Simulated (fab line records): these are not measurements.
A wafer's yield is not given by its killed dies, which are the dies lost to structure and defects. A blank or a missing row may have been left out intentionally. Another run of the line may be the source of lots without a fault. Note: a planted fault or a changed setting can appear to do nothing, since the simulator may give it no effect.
One fault seen from 2 desks | flow rit cmos | what lay behind the numbers comes last; until then each desk has only its own

DESK OF THE TOOL OWNER: lpcvd-02
The tool's own readings at RIT_ACTIVE_CVD_03 (deposits Si3N4 from SiH2Cl2/NH3, target thk 150 nm, time 1500 s): means of the sampled wafers that have a number, for each lot that ran on this tool. Marked OUT: a lot whose mean sits more than 4 standard deviations from the usual mean, which makes it out of limits; the brackets give that distance.
Columns: A = nh3 flow sccm at RIT_ACTIVE_CVD_03, usual 150.0 sccm; B = spike tc centre C at RIT_ACTIVE_CVD_03, usual 813.3 C; C = spike tc load C at RIT_ACTIVE_CVD_03, usual 832.3 C; D = spike tc source C at RIT_ACTIVE_CVD_03, usual 833 C; E = susceptor temp C at RIT_ACTIVE_CVD_03, usual 810.1 C
lot  | first seen here | A     | B                | C                | D              | E
L460 | day 2 04:28     | 149.4 | 811.6            | 833.4            | 831            | 809.8
L464 | day 3 02:59     | 149.8 | 813.7            | 833.7            | 837            | 810.1
L466 | day 3 09:07     | 150.5 | 813.7            | 834.3            | 837            | 810.2
L471 | day 4 10:50     | 150.6 | 812.7            | 832.2            | 831            | 809.9
L472 | day 4 17:23     | 149.9 | 829.9 (+11) OUT  | 849.8 (+9.7) OUT | 852 (+5.6) OUT | 825.0 (+48) OUT
L474 | day 5 01:07     | 149.8 | 828.1 (+9.9) OUT | 846.4 (+7.8) OUT | 845            | 825.4 (+49) OUT
Finding of this desk: L472, L474 out of limits; the first was L472 at day 4 17:23, on spike tc centre C at RIT_ACTIVE_CVD_03. In limits: L460, L464, L466, L471.

THE METROLOGY DESK
Means of the sampled wafers that have a number, per lot and without regard to the tool the lot ran on: this is what the gauges read. Marked OUT: a lot whose mean sits more than 4 standard deviations from the usual mean, which makes it out of limits; the brackets give that distance.
Columns: A = ACTIVE_NITRIDE_THK at RIT_ACTIVE_THK_MEAS_04, usual 150.1 nm
lot  | first seen here | A
L457 | day 1 13:50     | 151.0
L458 | day 1 18:56     | 151.8
L459 | day 2 00:44     | 151.0
L460 | day 2 05:55     | 149.7
L461 | day 2 11:32     | 150.4
L462 | day 2 17:10     | 149.2
L463 | day 2 21:52     | 150.5
L464 | day 3 05:07     | 152.0
L466 | day 3 10:33     | 148.5
L467 | day 3 16:48     | 148.3
L471 | day 4 12:14     | 148.2
L472 | day 4 19:31     | 191.9 (+26) OUT
L474 | day 5 02:32     | 194.2 (+28) OUT
L478 | day 5 22:58     | 150.2
This desk's finding: out of limits on L472, L474; first on L472, day 4 19:31 (ACTIVE_NITRIDE_THK at RIT_ACTIVE_THK_MEAS_04). In limits: L457, L458, L459, L460, L461, L462, L463, L464, L466, L467, L471, L478.

BROUGHT TOGETHER
The tool owner's desk had the chance to raise an alarm at day 4 17:23 on L472, L474.
On L472, L474, the metrology desk was in a position to raise an alarm at day 4 19:31.
All the named lots went through RIT_ACTIVE_CVD_03 on lpcvd-02.

WHAT THE SIMULATOR HAD PUT IN
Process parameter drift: lpcvd-02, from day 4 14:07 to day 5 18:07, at RIT_ACTIVE_CVD_03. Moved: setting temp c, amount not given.
Lots struck among those shown: L472, L474.
Delay (hours) between the fault's onset and each desk's first out-of-limits reading: 3 at the tool owner's desk, 5 at the metrology desk.
